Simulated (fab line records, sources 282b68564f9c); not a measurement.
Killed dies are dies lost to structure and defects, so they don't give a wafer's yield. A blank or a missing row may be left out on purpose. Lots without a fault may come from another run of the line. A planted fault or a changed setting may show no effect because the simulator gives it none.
Split-lot experiment | flow rit_cmos | 3 lots, 15 wafers read, on a route of 202 steps

THE SPLIT
At RIT_GATE_DEVELOP_15 (develop time 50 s), the setting develop_time_s was moved away from the recipe's 50 s on 6 of the 15 wafers read, by +10.1% to +12.0%. The other wafers ran this setting at the recipe's value.

FROM THE SPLIT TO THE READING: what the file shows between them, 12 steps
- RIT_PLDD_COAT_01: resist thk 1000 nm (also split here: resist_thk_nm)
- RIT_PLDD_SOFTBAKE_02: time 60 s
- RIT_PLDD_EXPOSE_03: exposes mask M8, target cd 40900 nm
- RIT_PLDD_DEVELOP_05: develop time 50 s
- RIT_PLDD_HARDBAKE_07: time 60 s
- RIT_PSD_IMPLANT_08 (also split here: energy_kev)
- RIT_PSD_STRIP_09: strips in O2, time 180 s
- RIT_SDANNEAL_CLEAN_02: cleans in SC2, time 600 s
- RIT_SDANNEAL_RTA_03: time 5 s
- RIT_SDANNEAL_RS_MEAS_04: measures by four-point-probe
- RIT_M1_METAL_ETCH_12: etches Al in Cl2/BCl3, stops on SiO2, time 165 s, target depth 600 nm (also split here: rf_w)
- RIT_M1_ANNEAL_15: time 1800 s (also split here: time_s)

THE READING
etest.npoly_line.line_ohm_um (the simulator's own value, which no gauge read), at RIT_M1_PROBE_99. The file gives no usual value for it. The 9 wafers here that ran the recipe average 166.2, standard deviation 5.

wafer  | tool, chamber at the split | develop_time_s as run, s | against the recipe | etest.npoly_line.line_ohm_um | against lot-mates on the recipe
L075.1 | litho_track-04, 0          | 50                       | recipe             | 166.5                        | -
L075.2 | litho_track-04, 0          | 50                       | recipe             | 170.6                        | -
L075.3 | litho_track-04, 0          | 50                       | recipe             | 176.2                        | -
L075.4 | litho_track-04, 0          | 55.05                    | +10.1%             | 207.9                        | +36.8
L075.5 | litho_track-04, 0          | 55.05                    | +10.1%             | 207.3                        | +36.2
L075.6 | litho_track-04, 0          | 55.05                    | +10.1%             | 220                          | +48.9
L079.1 | litho_track-02, 0          | 50                       | recipe             | 165.9                        | -
L079.4 | litho_track-02, 0          | 50                       | recipe             | 163.1                        | -
L079.6 | litho_track-02, 0          | 50                       | recipe             | 168.8                        | -
L082.1 | litho_track-02, 0          | 56.01                    | +12.0%             | 207.2                        | +45.8
L082.2 | litho_track-02, 0          | 50                       | recipe             | 163.2                        | -
L082.3 | litho_track-02, 0          | 56.01                    | +12.0%             | 200.4                        | +39.0
L082.4 | litho_track-02, 0          | 50                       | recipe             | 163.3                        | -
L082.5 | litho_track-02, 0          | 56.01                    | +12.0%             | 206.4                        | +45.0
L082.6 | litho_track-02, 0          | 50                       | recipe             | 157.8                        | -

THE FIT
A straight line over all 15 wafers: etest.npoly_line.line_ohm_um changes by +3.71 for each +1% of develop_time_s; r = +0.95; the points scatter about the line by 7.1.
The same after taking each lot's own level away (the mean of its wafers on the recipe; 15 wafers): +3.76 for each +1%; r = +0.98; scatter 4.4.
On that fit, the largest move of develop_time_s shifts the reading by 45.
The lots' own levels span 161.43 to 171.10, that is 1.9 times the standard deviation above.
So the lot-to-lot level changes the slope little: the two slopes agree.
Check: with one of the wafers moved furthest among these (+12.0%) left out of the fit, the line predicts +45.2 for it against its lot-mates. It came out at +45.8 against them.

OTHER SPLITS ON THESE WAFERS
These wafers also went through other splits before the reading. Each is held against what the fit with the lots' levels taken away leaves over:
other split on the same wafers   | wafers away from the commonest value | r with etest.npoly_line.line_ohm_um (lot level and that fit taken away)
RIT_ACTIVE_COAT_06 resist_thk_nm | 6                                    | -0.06
RIT_PLDD_COAT_01 resist_thk_nm   | 6                                    | -0.43
RIT_PSD_IMPLANT_08 energy_kev    | 6                                    | +0.59
RIT_M1_METAL_ETCH_12 rf_w        | 6                                    | +0.20
RIT_M1_ANNEAL_15 time_s          | 9                                    | +0.25

THE WHOLE CHAIN: every reading that the file lists as answering this split, in the file's order
step            | what it does | reading                                                                        | change (the file's fit)           | r (the file's)
RIT_M1_PROBE_99 |              | etest.pmos_turned.r_on_ohm_um (the simulator's own value, which no gauge read) | -42.3 for each +1% of the setting | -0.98
RIT_M1_PROBE_99 |              | etest.pmos_0p15.r_on_ohm_um (the simulator's own value, which no gauge read)   | -41.5 for each +1% of the setting | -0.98
RIT_M1_PROBE_99 |              | etest.pmos_0p3.r_on_ohm_um (the simulator's own value, which no gauge read)    | -42.5 for each +1% of the setting | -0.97
RIT_M1_PROBE_99 |              | etest.nmos_0p15.r_on_ohm_um (the simulator's own value, which no gauge read)   | -12.9 for each +1% of the setting | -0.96
RIT_M1_PROBE_99 |              | etest.nmos_0p3.r_on_ohm_um (the simulator's own value, which no gauge read)    | -13.7 for each +1% of the setting | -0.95
RIT_M1_PROBE_99 |              | etest.nmos_0p15.drive_ua_um (the simulator's own value, which no gauge read)   | +8.31 for each +1% of the setting | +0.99
RIT_M1_PROBE_99 |              | etest.pmos_0p15.drive_ua_um (the simulator's own value, which no gauge read)   | +4.98 for each +1% of the setting | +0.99
RIT_M1_PROBE_99 |              | etest.npoly_line.line_ohm_um (the simulator's own value, which no gauge read)  | +3.77 for each +1% of the setting | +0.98

THE FILE'S OWN FIT
etest.npoly_line.line_ohm_um changes by +3.77 for each +1% of develop_time_s, r = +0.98.
